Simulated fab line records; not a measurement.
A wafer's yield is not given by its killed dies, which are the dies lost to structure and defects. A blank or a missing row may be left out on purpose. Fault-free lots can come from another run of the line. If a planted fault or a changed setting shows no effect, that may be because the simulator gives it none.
fab line records ; flow rit-cmos
record: lots: 15; wafers: 45; last-day: 8
route steps=202 shown SDANNEAL@156 SILICIDE@165 CONTACT@173 M1@202
lots with no fault: from the same line, run without faults
start-h: start of the lot's first displayed wafer, in hours after the record's first day ; wait-h: hours from the lot's prior step to this one ; " repeats the value in the row above ; L1.1+2: a row that stands for several wafers ; - value missing, or start not given ; * or withheld: withheld ; < > ~ a bound
route shown NAME@n: names a module that has steps shown in the file, with the first one's number in the route ; usual: mean/standard deviation of fault-free wafers ; same: alike in all rows ; chamber/n: place in a boat ; sites: readings site by site ; _std_site: standard deviation of those values ; _edge_site: the outer-site mean with the inner-site mean subtracted ; radius-mm: for every site, how far away it sits from the centre of the wafer ; mask NAME#n: copy n ; behind: the most recent tool/chamber to have shaped the wafer ; hold: why the lot was held/for how many hours/how that ended ; device: whichever transistor did not switch (one of n, p or np) ; end of line: at the end of the route, the tests of the same wafers ; a step with no rows: only its recipe ; killed: count of dies lost to structure and defects at first sort (not the wafer's yield) ; map: shows each die of a wafer: x if killed, . if not, _ if none is there
set.NAME: setting as actually run; set.NAME@STEP: the setting as run at that earlier step ; model.NAME: the simulator's own value behind a step, which no gauge read
one table for each step of the route and one row for each wafer, over a sample of lots
services: from which hour (start-h, from the record's first day; less than 0 if before it) a tool's chamber was out of use, for how many hours, and why
== steps ==
step: RIT_SDANNEAL_RTA_03
recipe: temp-c: 1050; time-s: 5; idle-temp-c: 600; ramp-up-c-per-s: 342; ramp-down-c-per-s: 171; cool-to-c: 600; ambient: N2
usual: wafer_temp_C_max: 1053.5/1
lot.wafer;tool;chamber;start-h;wait-h;wafer_temp_C_max
L433.1;rtp-anneal-02;0;55.12;0.0;1054.8
L433.5;rtp-anneal-02;0;55.12;0.0;1055.8
L433.6;rtp-anneal-02;0;55.12;0.0;1053.2
L434.2;rtp-anneal-01;0;64.11;0.0;1053.0
L434.4;rtp-anneal-01;0;64.11;0.0;1052.9
L434.6;rtp-anneal-01;0;64.11;0.0;1053.2
L436.2;rtp-anneal-01;0;72.56;0.0;1054.0
L436.3;rtp-anneal-01;0;72.56;0.0;1054.2
L436.4;rtp-anneal-01;0;72.56;0.0;1053.3
L438.1;rtp-anneal-01;0;88.29;0.0;1054.7
L438.4;rtp-anneal-01;0;88.29;0.0;1053.4
L438.5;rtp-anneal-01;0;88.29;0.0;1053.0
L441.1;rtp-anneal-02;0;110.86;0.0;1053.5
L441.2;rtp-anneal-02;0;110.86;0.0;1053.2
L441.3;rtp-anneal-02;0;110.86;0.0;1053.3
L443.3;rtp-anneal-02;0;129.47;0.0;1052.2
L443.4;rtp-anneal-02;0;129.47;0.0;1054.2
L443.5;rtp-anneal-02;0;129.47;0.0;1052.7
L445.1;rtp-anneal-01;0;133.30;0.0;1052.0
L445.2;rtp-anneal-01;0;133.30;0.0;1054.8
L445.6;rtp-anneal-01;0;133.30;0.0;1054.3
L447.3;rtp-anneal-01;0;140.14;0.0;1053.1
L447.5;rtp-anneal-01;0;140.14;0.0;1054.9
L447.6;rtp-anneal-01;0;140.14;0.0;1054.6
L450.2;rtp-anneal-01;0;148.59;0.0;1053.9
L450.3;rtp-anneal-01;0;148.59;0.0;1053.2
L450.6;rtp-anneal-01;0;148.59;0.0;1053.4
L451.2;rtp-anneal-02;0;160.53;0.0;1053.4
L451.4;rtp-anneal-02;0;160.53;0.0;1054.7
L451.6;rtp-anneal-02;0;160.53;0.0;1051.9
L452.2;rtp-anneal-01;0;161.28;0.0;1055.7
L452.5;rtp-anneal-01;0;161.28;0.0;1053.8
L452.6;rtp-anneal-01;0;161.28;0.0;1053.4
L453.2;rtp-anneal-02;0;162.01;0.0;1053.9
L453.3;rtp-anneal-02;0;162.01;0.0;1052.2
L453.4;rtp-anneal-02;0;162.01;0.0;1053.3
L454.2;rtp-anneal-01;0;169.97;0.0;1053.4
L454.4;rtp-anneal-01;0;169.97;0.0;1055.1
L454.5;rtp-anneal-01;0;169.97;0.0;1056.2
L456.2;rtp-anneal-02;0;174.13;0.0;1052.2
L456.4;rtp-anneal-02;0;174.13;0.0;1052.2
L456.5;rtp-anneal-02;0;174.13;0.0;1053.2
L455.3;rtp-anneal-01;0;175.17;0.0;1054.5
L455.4;rtp-anneal-01;0;175.17;0.0;1053.7
L455.5;rtp-anneal-01;0;175.17;0.0;1052.3
step: RIT_SILICIDE_RTA_04
recipe: temp-c: 650; time-s: 10; idle-temp-c: 25; ramp-up-s: 5; ramp-down-s: 5; cool-to-c: 25; ambient: N2
usual: wafer_temp_C_max: 652.4/1.1
lot.wafer;tool;chamber;start-h;wait-h;wafer_temp_C_max
L433.1;rtp-anneal-01;0;56.00;0.1;651.5
L433.5;rtp-anneal-01;0;56.00;0.1;652.0
L433.6;rtp-anneal-01;0;56.00;0.1;651.7
L434.2;rtp-anneal-02;0;65.04;0.1;653.2
L434.4;rtp-anneal-02;0;65.04;0.1;653.9
L434.6;rtp-anneal-02;0;65.04;0.1;653.4
L436.2;rtp-anneal-02;0;73.44;0.1;653.3
L436.3;rtp-anneal-02;0;73.44;0.1;653.1
L436.4;rtp-anneal-02;0;73.44;0.1;652.7
L438.1;rtp-anneal-02;0;89.17;0.1;655.6
L438.4;rtp-anneal-02;0;89.17;0.1;654.5
L438.5;rtp-anneal-02;0;89.17;0.1;654.5
L441.1;rtp-anneal-01;0;111.74;0.1;651.7
L441.2;rtp-anneal-01;0;111.74;0.1;651.8
L441.3;rtp-anneal-01;0;111.74;0.1;652.1
L443.3;rtp-anneal-01;0;130.36;0.1;651.9
L443.4;rtp-anneal-01;0;130.36;0.1;651.9
L443.5;rtp-anneal-01;0;130.36;0.1;651.8
L445.1;rtp-anneal-01;0;134.18;0.1;651.6
L445.2;rtp-anneal-01;0;134.18;0.1;651.6
L445.6;rtp-anneal-01;0;134.18;0.1;651.4
L447.3;rtp-anneal-01;0;141.02;0.1;652.1
L447.5;rtp-anneal-01;0;141.02;0.1;651.9
L447.6;rtp-anneal-01;0;141.02;0.1;651.4
L450.2;rtp-anneal-01;0;149.48;0.1;651.2
L450.3;rtp-anneal-01;0;149.48;0.1;651.3
L450.6;rtp-anneal-01;0;149.48;0.1;651.6
L451.2;rtp-anneal-02;0;161.42;0.1;654.2
L451.4;rtp-anneal-02;0;161.42;0.1;653.4
L451.6;rtp-anneal-02;0;161.42;0.1;653.8
L452.2;rtp-anneal-01;0;162.16;0.1;651.7
L452.5;rtp-anneal-01;0;162.16;0.1;651.3
L452.6;rtp-anneal-01;0;162.16;0.1;651.1
L453.2;rtp-anneal-01;0;162.91;0.1;651.1
L453.3;rtp-anneal-01;0;162.91;0.1;652.1
L453.4;rtp-anneal-01;0;162.91;0.1;651.1
L454.2;rtp-anneal-02;0;170.85;0.1;653.4
L454.4;rtp-anneal-02;0;170.85;0.1;653.7
L454.5;rtp-anneal-02;0;170.85;0.1;654.0
L456.2;rtp-anneal-01;0;175.01;0.1;651.6
L456.4;rtp-anneal-01;0;175.01;0.1;651.6
L456.5;rtp-anneal-01;0;175.01;0.1;652.1
L455.3;rtp-anneal-02;0;176.06;0.1;654.8
L455.4;rtp-anneal-02;0;176.06;0.1;653.9
L455.5;rtp-anneal-02;0;176.06;0.1;653.7
step: RIT_SILICIDE_RTA_06
recipe: temp-c: 750; time-s: 10; idle-temp-c: 25; ramp-up-s: 5; ramp-down-s: 10; cool-to-c: 25; ambient: N2
usual: wafer_temp_C_max: 753.4/1.6
lot.wafer;tool;chamber;start-h;wait-h;wafer_temp_C_max
L433.1;rtp-anneal-02;0;56.11;0.0;755.2
L433.5;rtp-anneal-02;0;56.11;0.0;754.8
L433.6;rtp-anneal-02;0;56.11;0.0;754.8
L434.2;rtp-anneal-01;0;65.16;0.0;752.0
L434.4;rtp-anneal-01;0;65.16;0.0;751.6
L434.6;rtp-anneal-01;0;65.16;0.0;751.7
L436.2;rtp-anneal-01;0;73.55;0.0;751.3
L436.3;rtp-anneal-01;0;73.55;0.0;753.4
L436.4;rtp-anneal-01;0;73.55;0.0;751.5
L438.1;rtp-anneal-01;0;89.28;0.0;751.5
L438.4;rtp-anneal-01;0;89.28;0.0;752.5
L438.5;rtp-anneal-01;0;89.28;0.0;751.4
L441.1;rtp-anneal-02;0;111.85;0.0;754.1
L441.2;rtp-anneal-02;0;111.85;0.0;756.3
L441.3;rtp-anneal-02;0;111.85;0.0;756.0
L443.3;rtp-anneal-02;0;130.46;0.0;753.9
L443.4;rtp-anneal-02;0;130.46;0.0;755.3
L443.5;rtp-anneal-02;0;130.46;0.0;754.1
L445.1;rtp-anneal-02;0;134.29;0.0;754.2
L445.2;rtp-anneal-02;0;134.29;0.0;754.3
L445.6;rtp-anneal-02;0;134.29;0.0;757.4
L447.3;rtp-anneal-02;0;141.13;0.0;754.2
L447.5;rtp-anneal-02;0;141.13;0.0;755.5
L447.6;rtp-anneal-02;0;141.13;0.0;755.1
L450.2;rtp-anneal-01;0;149.63;0.1;751.8
L450.3;rtp-anneal-01;0;149.63;0.1;751.0
L450.6;rtp-anneal-01;0;149.63;0.1;752.0
L451.2;rtp-anneal-01;0;161.53;0.0;751.8
L451.4;rtp-anneal-01;0;161.53;0.0;751.8
L451.6;rtp-anneal-01;0;161.53;0.0;752.2
L452.2;rtp-anneal-02;0;162.27;0.0;754.2
L452.5;rtp-anneal-02;0;162.27;0.0;753.7
L452.6;rtp-anneal-02;0;162.27;0.0;753.8
L453.2;rtp-anneal-02;0;163.02;0.0;753.6
L453.3;rtp-anneal-02;0;163.02;0.0;754.8
L453.4;rtp-anneal-02;0;163.02;0.0;755.9
L454.2;rtp-anneal-01;0;170.96;0.0;752.2
L454.4;rtp-anneal-01;0;170.96;0.0;751.2
L454.5;rtp-anneal-01;0;170.96;0.0;751.6
L456.2;rtp-anneal-02;0;175.12;0.0;754.1
L456.4;rtp-anneal-02;0;175.12;0.0;754.9
L456.5;rtp-anneal-02;0;175.12;0.0;753.8
L455.3;rtp-anneal-01;0;176.16;0.0;751.9
L455.4;rtp-anneal-01;0;176.16;0.0;751.0
L455.5;rtp-anneal-01;0;176.16;0.0;751.6
step: RIT_CONTACT_EXPOSE_05
recipe: mask-id: M11; na: 0.6; source-shape: conventional; sigma-outer: 0.5; target-cd-nm: 1000; dose-mj: 250
same: sigma-outer: 0.5
lot.wafer;tool;chamber;start-h;wait-h;mask
L433.1+5+6;iline-stepper-02;0;56.74;0.1;M11#0
L434.2+4+6;iline-stepper-02;0;65.85;0.1;M11#0
L436.2+3+4;iline-stepper-02;0;74.18;0.1;M11#0
L438.1+4+5;iline-stepper-02;0;90.03;0.2;M11#0
L441.1+2+3;iline-stepper-02;0;112.99;0.2;M11#0
L443.3+4+5;iline-stepper-01;0;131.23;0.2;M11#0
L445.1+2+6;iline-stepper-01;0;134.92;0.1;M11#0
L447.3+5+6;iline-stepper-01;0;141.90;0.2;M11#0
L450.2+3+6;iline-stepper-01;0;150.39;0.2;M11#0
L451.2+4+6;iline-stepper-01;0;162.33;0.2;M11#0
L452.2+5+6;iline-stepper-01;0;162.91;0.1;M11#0
L453.2+3+4;iline-stepper-01;0;163.66;0.1;M11#0
L454.2+4+5;iline-stepper-01;0;171.59;0.1;M11#0
L456.2+4+5;iline-stepper-01;0;175.75;0.1;M11#0
L455.3+4+5;iline-stepper-01;0;176.81;0.1;M11#0
step: RIT_CONTACT_OVL_MEAS_09
usual: CONTACT_OVL: -0.2/1.3
lot.wafer;tool;chamber;start-h;wait-h;CONTACT_OVL[nm]
L433.1;overlay-01;-;57.37;0.1;-0.1
L433.5;overlay-01;-;57.37;0.1;-0.6
L433.6;overlay-01;-;57.37;0.1;1.1
L434.2;overlay-01;-;66.47;0.1;0.7
L434.4;overlay-01;-;66.47;0.1;1.8
L434.6;overlay-01;-;66.47;0.1;1.6
L436.2;overlay-02;-;74.81;0.1;168.4
L436.3;overlay-02;-;74.81;0.1;167.9
L436.4;overlay-02;-;74.81;0.1;167.2
L438.1;overlay-01;-;90.67;0.1;167.1
L438.4;overlay-01;-;90.67;0.1;167.0
L438.5;overlay-01;-;90.67;0.1;167.2
L441.1;overlay-01;-;113.63;0.1;168.4
L441.2;overlay-01;-;113.63;0.1;169.1
L441.3;overlay-01;-;113.63;0.1;169.8
L443.3;overlay-02;-;132.23;0.1;-0.9
L443.4;overlay-02;-;132.23;0.1;0.0
L443.5;overlay-02;-;132.23;0.1;-0.2
L445.1;overlay-01;-;135.89;0.1;-2.5
L445.2;overlay-01;-;135.89;0.1;-0.7
L445.6;overlay-01;-;135.89;0.1;-2.7
L447.3;overlay-02;-;142.51;0.1;-3.2
L447.5;overlay-02;-;142.51;0.1;-2.2
L447.6;overlay-02;-;142.51;0.1;-0.9
L450.2;overlay-01;-;151.22;0.1;-1.2
L450.3;overlay-01;-;151.22;0.1;0.2
L450.6;overlay-01;-;151.22;0.1;-0.5
L451.2;overlay-01;-;162.95;0.1;0.8
L451.4;overlay-01;-;162.95;0.1;0.2
L451.6;overlay-01;-;162.95;0.1;-0.6
L452.2;overlay-02;-;163.53;0.1;-1.2
L452.5;overlay-02;-;163.53;0.1;-1.1
L452.6;overlay-02;-;163.53;0.1;-1.0
L453.2;overlay-01;-;164.28;0.1;-0.3
L453.3;overlay-01;-;164.28;0.1;1.1
L453.4;overlay-01;-;164.28;0.1;-0.1
L454.2;overlay-02;-;172.22;0.1;-3.1
L454.4;overlay-02;-;172.22;0.1;-2.2
L454.5;overlay-02;-;172.22;0.1;-1.7
L456.2;overlay-02;-;176.38;0.1;-2.2
L456.4;overlay-02;-;176.38;0.1;-0.9
L456.5;overlay-02;-;176.38;0.1;-1.7
L455.3;overlay-01;-;177.42;0.1;-2.2
L455.4;overlay-01;-;177.42;0.1;-1.1
L455.5;overlay-01;-;177.42;0.1;-3.0
step: RIT_M1_PROBE_99
usual: killed_at_M0_to_M3: 0.0/0.14; killed-at-contacts: 0.1/0.29; killed-at-front-end: 7/3.1; killed-dies: 7/3.1; killed-open: 3.4/1.9; killed-short: 3.6/2.1
same: gross-dies: 264; killed_at_M4_up: 0; killed-at-back-side: 0; killed-at-other: 0
lot.wafer;tool;chamber;start-h;wait-h;killed_at_M0_to_M3;killed-at-contacts;killed-at-front-end;killed-dies;killed-open;killed-short
L433.1;prober-01;-;62.54;0.1;0;0;11;11;6;5
L433.5;prober-01;-;62.74;0.2;0;0;11;11;6;5
L433.6;prober-01;-;62.79;0.2;0;0;7;7;1;6
L434.2;prober-02;-;71.58;0.1;0;0;7;7;2;5
L434.4;prober-02;-;71.68;0.2;0;0;3;3;3;0
L434.6;prober-02;-;71.78;0.2;0;0;8;8;5;3
L436.2;prober-02;-;79.90;0.1;0;0;10;10;5;5
L436.3;prober-02;-;79.95;0.2;0;0;7;7;2;5
L436.4;prober-02;-;80.00;0.2;0;0;8;8;4;4
L438.1;prober-02;-;95.83;0.1;0;0;7;7;4;3
L438.4;prober-02;-;95.98;0.2;0;0;10;10;8;2
L438.5;prober-02;-;96.03;0.2;0;0;9;9;4;5
L441.1;prober-01;-;118.79;0.1;0;0;4;4;2;2
L441.2;prober-01;-;118.84;0.1;0;0;7;7;2;5
L441.3;prober-01;-;118.89;0.2;0;0;9;9;4;5
L443.3;prober-01;-;137.77;0.2;0;0;2;2;1;1
L443.4;prober-01;-;137.82;0.2;0;0;8;8;3;5
L443.5;prober-01;-;137.87;0.2;0;0;8;8;4;4
L445.1;prober-02;-;142.41;0.1;0;0;8;8;2;6
L445.2;prober-02;-;142.46;0.1;0;0;7;7;1;5
L445.6;prober-02;-;142.66;0.2;0;0;7;7;3;4
L447.3;prober-02;-;147.76;0.2;0;1;5;6;5;1
L447.5;prober-02;-;147.86;0.2;0;0;2;2;1;1
L447.6;prober-02;-;147.91;0.2;1;0;8;9;2;5
L450.2;prober-01;-;156.95;0.1;0;0;7;7;3;4
L450.3;prober-01;-;157.00;0.2;0;0;5;5;2;3
L450.6;prober-01;-;157.15;0.2;0;1;8;9;6;3
L451.2;prober-02;-;168.29;0.1;0;0;7;7;3;4
L451.4;prober-02;-;168.39;0.2;0;0;7;7;3;3
L451.6;prober-02;-;168.49;0.2;0;0;5;5;1;4
L452.2;prober-01;-;169.79;0.1;0;0;4;4;3;1
L452.5;prober-01;-;169.94;0.2;0;0;6;6;4;2
L452.6;prober-01;-;169.99;0.2;0;0;8;8;6;2
L453.2;prober-02;-;169.79;0.1;0;1;4;5;0;5
L453.3;prober-02;-;169.84;0.2;0;0;10;10;5;5
L453.4;prober-02;-;169.89;0.2;0;0;9;9;3;6
L454.2;prober-01;-;177.42;0.1;0;0;1;1;0;1
L454.4;prober-01;-;177.52;0.2;0;0;5;5;2;3
L454.5;prober-01;-;177.57;0.2;0;0;11;11;4;7
L456.2;prober-02;-;181.70;0.1;0;0;2;2;0;2
L456.4;prober-02;-;181.80;0.2;0;0;6;6;3;3
L456.5;prober-02;-;181.85;0.2;0;0;0;0;0;0
L455.3;prober-01;-;183.25;0.2;0;0;12;12;3;9
L455.4;prober-01;-;183.30;0.2;0;0;8;8;5;3
L455.5;prober-01;-;183.35;0.2;0;0;2;2;1;1
killed by level:class
L433.1 GATE:geometric-particle:short=5 GATE:geometric-particle:open=3 FOX2:geometric-particle:open=2 FOX1:geometric-particle:open=1
L433.5 FOX1:geometric-particle:short=2 GATE:geometric-particle:short=2 GATE:geometric-particle:open=2 REOX:geometric-particle:open=2 FOX1:geometric-particle:open=1 SPACER:geometric-particle:open=1 SPACER:geometric-particle:short=1
L433.6 GATE:geometric-particle:short=3 REOX:geometric-particle:short=2 FOX2:geometric-particle:short=1 GATE:geometric-particle:open=1
L434.2 GATE:geometric-particle:open=2 GATE:geometric-particle:short=2 FOX2:geometric-particle:short=1 SPACER:geometric-particle:short=1 SILICIDE:geometric-particle:short=1
L434.4 GATE:geometric-particle:open=2 SILICIDE:geometric-particle:open=1
L434.6 SILICIDE:geometric-particle:open=3 SILICIDE:geometric-particle:short=2 GATE:geometric-particle:open=1 REOX:geometric-particle:open=1 SPACER:geometric-particle:short=1
L436.2 GATE:geometric-particle:short=4 GATE:geometric-particle:open=2 FOX1:geometric-particle:short=1 REOX:geometric-particle:open=1 SPACER:geometric-particle:open=1 SILICIDE:geometric-particle:open=1
L436.3 REOX:geometric-particle:short=3 GATE:geometric-particle:short=1 SPACER:geometric-particle:open=1 SILICIDE:geometric-particle:open=1 SILICIDE:geometric-particle:short=1
L436.4 GATE:geometric-particle:short=3 GATE:geometric-particle:open=3 REOX:geometric-particle:short=1 SILICIDE:geometric-particle:open=1
L438.1 GATE:geometric-particle:open=2 FOX1:geometric-particle:open=1 FOX2:geometric-particle:short=1 FOX2:geometric-particle:open=1 GATE:geometric-particle:short=1 SPACER:geometric-particle:short=1
L438.4 GATE:geometric-particle:open=3 FOX2:geometric-particle:open=2 FOX1:geometric-particle:open=1 FOX2:geometric-particle:short=1 GATE:geometric-particle:short=1 REOX:geometric-particle:open=1 SPACER:geometric-particle:open=1
L438.5 FOX2:geometric-particle:short=2 GATE:geometric-particle:short=2 GATE:geometric-particle:open=2 FOX1:geometric-particle:open=1 FOX1:geometric-particle:short=1 SILICIDE:geometric-particle:open=1
L441.1 GATE:geometric-particle:open=1 GATE:geometric-particle:short=1 REOX:geometric-particle:open=1 SILICIDE:geometric-particle:short=1
L441.2 GATE:geometric-particle:short=2 GATE:geometric-particle:open=2 FOX2:geometric-particle:short=1 REOX:geometric-particle:short=1 SPACER:geometric-particle:short=1
L441.3 REOX:geometric-particle:short=3 FOX2:geometric-particle:open=2 FOX1:geometric-particle:short=1 GATE:geometric-particle:open=1 GATE:geometric-particle:short=1 REOX:geometric-particle:open=1
L443.3 GATE:geometric-particle:short=1 GATE:geometric-particle:open=1
L443.4 REOX:geometric-particle:short=2 REOX:geometric-particle:open=2 FOX2:geometric-particle:short=1 GATE:geometric-particle:open=1 GATE:geometric-particle:short=1 SILICIDE:geometric-particle:short=1
L443.5 GATE:geometric-particle:open=3 SPACER:geometric-particle:short=3 GATE:geometric-particle:short=1 REOX:geometric-particle:open=1
L445.1 GATE:geometric-particle:short=3 SPACER:geometric-particle:short=2 FOX1:geometric-particle:open=1 FOX2:geometric-particle:short=1 GATE:geometric-particle:open=1
L445.2 FOX1:geometric-particle:short=2 FOX2:geometric-particle:short=1 GATE:geometric-particle:short=1 REOX:geometric-particle:short=1 SPACER:geometric-particle:open=1 PRETRO:coat-microbubble-printed=1
L445.6 GATE:geometric-particle:short=4 GATE:geometric-particle:open=3
L447.3 GATE:geometric-particle:open=3 GATE:geometric-particle:short=1 SILICIDE:geometric-particle:open=1 CONTACT:geometric-particle:open=1
L447.5 GATE:geometric-particle:short=1 REOX:geometric-particle:open=1
L447.6 GATE:geometric-particle:short=3 SPACER:geometric-particle:open=2 REOX:geometric-particle:short=1 SILICIDE:geometric-particle:short=1 NLDD:coat-microbubble-printed=1 M1:coat-microbubble-printed=1
L450.2 FOX2:geometric-particle:open=2 FOX2:geometric-particle:short=1 GATE:geometric-particle:short=1 SPACER:geometric-particle:open=1 SPACER:geometric-particle:short=1 SILICIDE:geometric-particle:short=1
L450.3 FOX2:geometric-particle:short=2 GATE:geometric-particle:short=1 GATE:geometric-particle:open=1 SILICIDE:geometric-particle:open=1
L450.6 GATE:geometric-particle:open=2 FOX1:geometric-particle:short=1 FOX1:geometric-particle:open=1 GATE:geometric-particle:short=1 REOX:geometric-particle:open=1 SPACER:geometric-particle:open=1 SILICIDE:geometric-particle:open=1 CONTACT:geometric-particle:short=1
L451.2 GATE:geometric-particle:open=3 FOX1:geometric-particle:short=2 GATE:geometric-particle:short=1 SPACER:geometric-particle:short=1
L451.4 GATE:geometric-particle:short=3 GATE:geometric-particle:open=2 REOX:geometric-particle:open=1 GATE:coat-microbubble-printed=1
L451.6 FOX2:geometric-particle:short=2 REOX:geometric-particle:short=2 GATE:geometric-particle:open=1
L452.2 FOX1:geometric-particle:open=1 GATE:geometric-particle:short=1 SPACER:geometric-particle:open=1 SILICIDE:geometric-particle:open=1
L453.2 GATE:geometric-particle:short=2 FOX2:geometric-particle:short=1 SILICIDE:geometric-particle:short=1 CONTACT:geometric-particle:short=1
L453.3 FOX1:geometric-particle:short=3 GATE:geometric-particle:open=2 GATE:geometric-particle:short=2 FOX1:geometric-particle:open=1 FOX2:geometric-particle:open=1 SILICIDE:geometric-particle:open=1
L453.4 GATE:geometric-particle:short=3 SPACER:geometric-particle:short=2 SILICIDE:geometric-particle:open=2 GATE:geometric-particle:open=1 SILICIDE:geometric-particle:short=1
L452.5 FOX1:geometric-particle:open=1 FOX2:geometric-particle:open=1 GATE:geometric-particle:open=1 SPACER:geometric-particle:open=1 SPACER:geometric-particle:short=1 SILICIDE:geometric-particle:short=1
L452.6 FOX2:geometric-particle:open=2 GATE:geometric-particle:open=2 SILICIDE:geometric-particle:open=2 FOX1:geometric-particle:short=1 GATE:geometric-particle:short=1
L454.2 ACTIVE:geometric-particle:short=1
L454.4 FOX1:geometric-particle:short=2 FOX1:geometric-particle:open=1 GATE:geometric-particle:open=1 SPACER:geometric-particle:short=1
L454.5 FOX1:geometric-particle:short=4 GATE:geometric-particle:open=2 GATE:geometric-particle:short=2 FOX1:geometric-particle:open=1 SILICIDE:geometric-particle:short=1 SILICIDE:geometric-particle:open=1
L456.2 FOX1:geometric-particle:short=1 GATE:geometric-particle:short=1
L456.4 GATE:geometric-particle:open=2 GATE:geometric-particle:short=2 SILICIDE:geometric-particle:short=1 SILICIDE:geometric-particle:open=1
L456.5
L455.3 GATE:geometric-particle:short=3 FOX2:geometric-particle:short=2 SPACER:geometric-particle:short=2 FOX1:geometric-particle:open=1 FOX1:geometric-particle:short=1 GATE:geometric-particle:open=1 SILICIDE:geometric-particle:open=1 SILICIDE:geometric-particle:short=1
L455.4 SILICIDE:geometric-particle:open=2 GATE:geometric-particle:short=2 FOX2:geometric-particle:open=1 GATE:geometric-particle:open=1 SPACER:geometric-particle:open=1 SILICIDE:geometric-particle:short=1
L455.5 FOX1:geometric-particle:short=1 GATE:geometric-particle:open=1
== services ==
tool;chamber;start-h;hours;kind
iline-stepper-01;-;119.14;1.7;pm
iline-stepper-02;0;132.60;-;calibration
iline-stepper-01;0;135.13;-;calibration
rtp-anneal-02;-;148.14;4.1;pm
iline-stepper-02;-;164.89;-;consumable-replace:lamp
iline-stepper-02;-;168.20;2.9;repair
iline-stepper-02;-;174.54;1.7;pm
== key ==
first-sign: step: RIT_CONTACT_OVL_MEAS_09; reading: CONTACT_OVL; direction: up; sigmas: 99+; usual: -0.2; struck: 168.0
effect none on later readings
met-at RIT_CONTACT_EXPOSE_05
struck-lots L436,L438,L441
tester-left-out L436,L438,L441
not-acting-at RIT_SDANNEAL_RTA_03,RIT_SILICIDE_RTA_04,RIT_SILICIDE_RTA_06
onset-between 65.85 74.18
fault: kind: scanner-matching-overlay; tool: iline-stepper-02; chamber: -; onset-h: 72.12; steps: RIT_CONTACT_EXPOSE_05; offset: 166.97
tester-left-out: of these lots the tester's yield and bins aren't shown, on N5 and GAA mostly nor the transistor test; their killed dies are dies lost to structure and defects alone, not to doping, threshold or leakage, so they don't give the yield
